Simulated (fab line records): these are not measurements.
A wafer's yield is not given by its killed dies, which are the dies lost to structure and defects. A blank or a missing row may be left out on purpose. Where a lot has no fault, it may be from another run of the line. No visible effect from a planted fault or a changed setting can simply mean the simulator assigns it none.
2 desks looking at one fault / flow berkeley cmos170 / only its own numbers are on each desk; what lay behind them is given at the end

== AT THE METROLOGY DESK ==
What the gauges read for every lot (on any tool): the sampled wafers with a number, averaged. A lot is out of limits, marked OUT, if its mean lies more than 4 standard deviations from the usual mean; the brackets give that distance.
Columns: A = PWELL_TW at UCB170_PWELL_TW_MEAS_17, usual 381; B = NVT_TW at UCB170_NVT_TW_MEAS_09, usual 526
lot=L974; first seen here=day 3 03:47; A=379; B=528
lot=L976; first seen here=day 3 11:39; A=379; B=528
lot=L975; first seen here=day 3 11:51; A=381; B=525
lot=L977; first seen here=day 3 17:52; A=380; B=522
lot=L979; first seen here=day 4 05:31; A=378; B=525
lot=L980; first seen here=day 4 14:07; A=380; B=534
lot=L981; first seen here=day 4 14:24; A=385; B=522
lot=L982; first seen here=day 4 22:10; A=380; B=534
lot=L984; first seen here=day 5 09:40; A=384; B=524
lot=L986; first seen here=day 5 22:56; A=377; B=520
lot=L987; first seen here=day 5 22:56; A=385; B=533
lot=L992; first seen here=day 6 20:02; A=385; B=521
lot=L994; first seen here=day 7 03:32; A=333 (-14) OUT; B=521
lot=L996; first seen here=day 7 19:23; A=335 (-14) OUT; B=534
This desk's finding: out of limits on L994, L996; first on L994, day 7 03:32 (PWELL_TW at UCB170_PWELL_TW_MEAS_17). L974, L976, L975, L977, L979, L980, L981, L982, L984, L986, L987, L992: within limits.

== TOOL OWNER'S DESK, implanter-04 ==
UCB170_PWELL_IMPLANT_15, tool's own readings: per-lot mean of the sampled wafers with a number, covering each lot this tool ran. A lot is out of limits, marked OUT, if its mean lies more than 4 standard deviations from the usual mean; the brackets give that distance.
Columns: A = dose ions cm2 at UCB170_PWELL_IMPLANT_15, usual 4.999e+12; B = end station pressure torr at UCB170_PWELL_IMPLANT_15, usual 5.02e-06 Torr; C = faraday current uA at UCB170_PWELL_IMPLANT_15, usual 15.8; D = tilt deg at UCB170_PWELL_IMPLANT_15, usual 7.000 degrees
lot=L975; first seen here=day 3 11:36; A=5.002e+12; B=5.06e-06; C=15.7; D=7.000
lot=L977; first seen here=day 3 17:37; A=4.992e+12; B=5.24e-06; C=16.4; D=7.007
lot=L979; first seen here=day 4 05:17; A=4.997e+12; B=4.94e-06; C=15.9; D=7.005
lot=L984; first seen here=day 5 09:25; A=4.999e+12; B=5.24e-06; C=15.8; D=6.991
lot=L994; first seen here=day 7 03:17; A=3.348e+12 (-99 or more) OUT; B=5.05e-06; C=10.5 (-16) OUT; D=6.992
lot=L996; first seen here=day 7 19:10; A=3.348e+12 (-99 or more) OUT; B=5.01e-06; C=10.6 (-16) OUT; D=6.998
Finding of this desk: L994, L996 out of limits; the first was L994 at day 7 03:17, on dose ions cm2 at UCB170_PWELL_IMPLANT_15. L975, L977, L979, L984: within limits.

== PUT TOGETHER ==
The tool owner's desk had the chance to raise an alarm at day 7 03:17 on L994, L996.
At day 7 03:32 the metrology desk could have sounded an alarm, on L994, L996.
The lots listed all ran UCB170_PWELL_IMPLANT_15 on implanter-04.

== WHAT HAD BEEN PUT IN BY THE SIMULATOR ==
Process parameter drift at UCB170_PWELL_IMPLANT_15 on implanter-04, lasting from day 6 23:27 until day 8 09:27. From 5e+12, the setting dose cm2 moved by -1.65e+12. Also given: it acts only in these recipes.
Lots struck among those shown: L994, L996.
Counting hours from when the fault started, the first reading out of limits came at 4 for the tool owner's desk and at 4 for the metrology desk.
